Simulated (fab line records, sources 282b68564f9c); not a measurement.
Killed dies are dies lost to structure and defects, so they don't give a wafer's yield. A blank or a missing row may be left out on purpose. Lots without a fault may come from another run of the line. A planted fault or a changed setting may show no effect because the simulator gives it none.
Which tool did it? | flow rit_cmos | 7 lots, 21 wafers sampled, at 2 steps of a route of 202

WHAT THE GAUGES READ, wafer by wafer
RIT_NWELL_OVL_MEAS_06.
lot  | measured    | on         | NWELL_OVL (nm)
L974 | day 2 02:25 | overlay-01 | -2.5 -2.9 -1.7
L977 | day 2 16:10 | overlay-01 | 0.1 -0.4 -1.0
L980 | day 3 07:43 | overlay-02 | 0.7 -1.1 -1.9
L982 | day 3 17:12 | overlay-02 | -0.7 -1.4 -0.8
L985 | day 4 08:38 | overlay-01 | -1.3 -0.2 -0.6
L988 | day 5 01:42 | overlay-02 | -182.6 -182.5 -181.5
L993 | day 6 02:47 | overlay-02 | -1.6 -1.6 -0.8

WHICH TOOL RAN EACH LOT (tool, then ch and the chambers of the sampled wafers, then the start)
lot  | RIT_NWELL_EXPOSE_03
L974 | iline_stepper-02 ch 0, day 2 01:59
L977 | iline_stepper-02 ch 0, day 2 15:44
L980 | iline_stepper-02 ch 0, day 3 07:18
L982 | iline_stepper-02 ch 0, day 3 16:48
L985 | iline_stepper-01 ch 0, day 4 08:13
L988 | iline_stepper-02 ch 0, day 5 01:16
L993 | iline_stepper-01 ch 0, day 6 02:24
- RIT_NWELL_EXPOSE_03: exposes mask M2, target cd 43900 nm.

THE ANSWER, worked out from the rows above alone
Rule: what is usual is taken from the lots themselves. Put in order of their means at a reading, lots are off if they are a third of the lots or fewer, leave a main group of 4 or more, and stand apart from it by a gap of 3 or more times the standard deviation of the main group's means; of several such gaps the widest counts. A main group whose means are all the same, to the digits that the tables above print for the reading, isn't used. A lot without any number at a reading at which 4 lots or more have one is off too. The other lots that the step has rows for count as sound.
Off: L988, at RIT_NWELL_OVL_MEAS_06 (NWELL_OVL). The main group: mean -1.1 nm, standard deviation 0.63.
A tool fits if, at a process step before that reading, it ran every lot that is off, and no sound lot after the first of them. The gauges at RIT_NWELL_OVL_MEAS_06 are tried like those tools. One fits: iline_stepper-02 at RIT_NWELL_EXPOSE_03. Its last sound lot is L982 (day 3 16:48), its first lot that is off L988 (day 5 01:16): a fault that began between those two fits.

WHAT THE SIMULATOR HAD PUT IN
Scanner matching overlay: iline_stepper-02, from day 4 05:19 on, at RIT_NWELL_EXPOSE_03. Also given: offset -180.
Lots struck among those shown: L988. The rule above found the same.
